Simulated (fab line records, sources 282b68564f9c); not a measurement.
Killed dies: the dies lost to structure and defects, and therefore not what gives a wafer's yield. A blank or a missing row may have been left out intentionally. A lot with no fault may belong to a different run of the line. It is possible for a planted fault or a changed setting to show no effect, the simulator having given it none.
A struck lot beside a sound one -- flow rit_cmos -- 15 steps out of a route of 202
Sound: the wafers L294.3, L294.4, L294.6. Struck: wafers L306.2, L306.5, L306.6. The cause is named last.
For every step that has rows: the tool of each side, followed by ch and its chambers, followed by its first start. Under that, the readings that differ: sound wafers -- struck wafers -- difference of the means -- sigmas: that difference in standard deviations of wafers without a fault.
alike: a reading whose means differ by less than 2 such deviations, as well as words and numbers matching on both sides. not compared: withheld readings; readings where some wafer has no value; bounds like >300 that might hide an equal value; numbers whose values overlap and for which the record gives no deviation.
The two part at a step that has a row with sigmas, a row that says differs or no value, or rows on one side only. Numbers that don't overlap but have no deviation are shown without sigmas and don't part them. Lack of a reading on every wafer of one side parts them only where that side has two or more wafers.

first, 4 steps without rows for these wafers: RIT_PLDD_SOFTBAKE_02 (time 60 s); RIT_PLDD_EXPOSE_03 (exposes mask M8, target cd 40900 nm); RIT_PLDD_PEB_04; RIT_PLDD_DEVELOP_05 (develop time 50 s).
RIT_PLDD_OVL_MEAS_06:
  sound: overlay-01 at day 3 10:07; struck: overlay-02 at day 6 01:43
  alike: PLDD_OVL
then, 2 steps without rows for these wafers: RIT_PLDD_HARDBAKE_07 (time 60 s); RIT_PLDD_IMPLANT_08.
RIT_PLDD_STRIP_09: strips in O2, time 180 s.
  sound on plasma_asher-03 ch 0,1, day 3 10:29; struck on plasma_asher-01 ch 0,1, day 6 02:02
  alike: drypump_motor_current_A, rf_refl_power_W
  not compared: rf_hours_counter_h
RIT_PLDD_TW_MEAS_10:
  sound: film_metro-04 at day 3 10:38; struck: film_metro-03 at day 6 02:13
  alike: PLDD_TW
then, 3 steps without rows for these wafers: RIT_SPACER_CLEAN_00 (cleans in SC1, time 600 s); RIT_SPACER_CLEAN_01 (cleans in dHF, time 30 s); RIT_SPACER_CLEAN_02 (cleans in SC2, time 600 s).
RIT_SPACER_CVD_03: deposits Si3N4 from SiH2Cl2/NH3, target thk 250 nm, time 3300 s.
  sound on lpcvd-01 ch 0, day 3 11:03; struck on lpcvd-02 ch 1, day 6 02:40
reading,sound,struck,difference,sigmas
nh3_flow_sccm (sccm),150.4 150.2 150.2,224.5 225.0 224.9,+74.5,+99 or more
model.Si3N4_of_SPACER_CVD_03.thk_nm (nm),250.2 250.9 250.3,332.8 333.3 332.8,+82.5,
  alike: spike_tc_centre_C, zone_power_centre_pct
RIT_SPACER_THK_MEAS_04:
  sound: film_metro-04 at day 3 12:59; struck: film_metro-01 at day 6 04:49
reading,sound,struck,difference,sigmas
SPACER_NITRIDE_THK (nm),250.4 250.9 250.3,333.0 333.1 332.6,+82.4,+32
  not compared: hold
RIT_SPACER_ETCHBACK_05: etches Si3N4 in SF6/CHF3, stops on SiO2, target depth 250 nm, time 240 s.
  sound on rie_diel-04 ch 0,1, day 3 13:02; struck on rie_diel-01 ch 0,1,3, day 6 07:32
reading,sound,struck,difference,sigmas
hold,- - -,await_dispo/2.7h/release await_dispo/2.7h/release await_dispo/2.7h/release,no value on the sound wafers,
oes_product_au (a.u.),0.862 0.851 0.849,1.022 1.001 1.041,+0.167,+9
model.etch.depth_nm (nm),250.2 250.9 250.3,320.8 314 316.2,+66.5,
model.Si3N4_of_SPACER_CVD_03.thk_nm (nm),196 197 196.8,259 260.9 260,+63,
  alike: SF6_flow_sccm, drypump_motor_current_A, throttle_valve_pct
  not compared: rf_hours_counter_h

WHERE THEY PART
Last at RIT_SPACER_ETCHBACK_05 as far as this record goes, first at RIT_SPACER_CVD_03.

WHY: whatever the simulator had introduced
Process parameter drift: lpcvd-02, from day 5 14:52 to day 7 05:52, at RIT_SPACER_CVD_03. Setting nh3_flow_sccm, moved by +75, from 150. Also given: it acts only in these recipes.
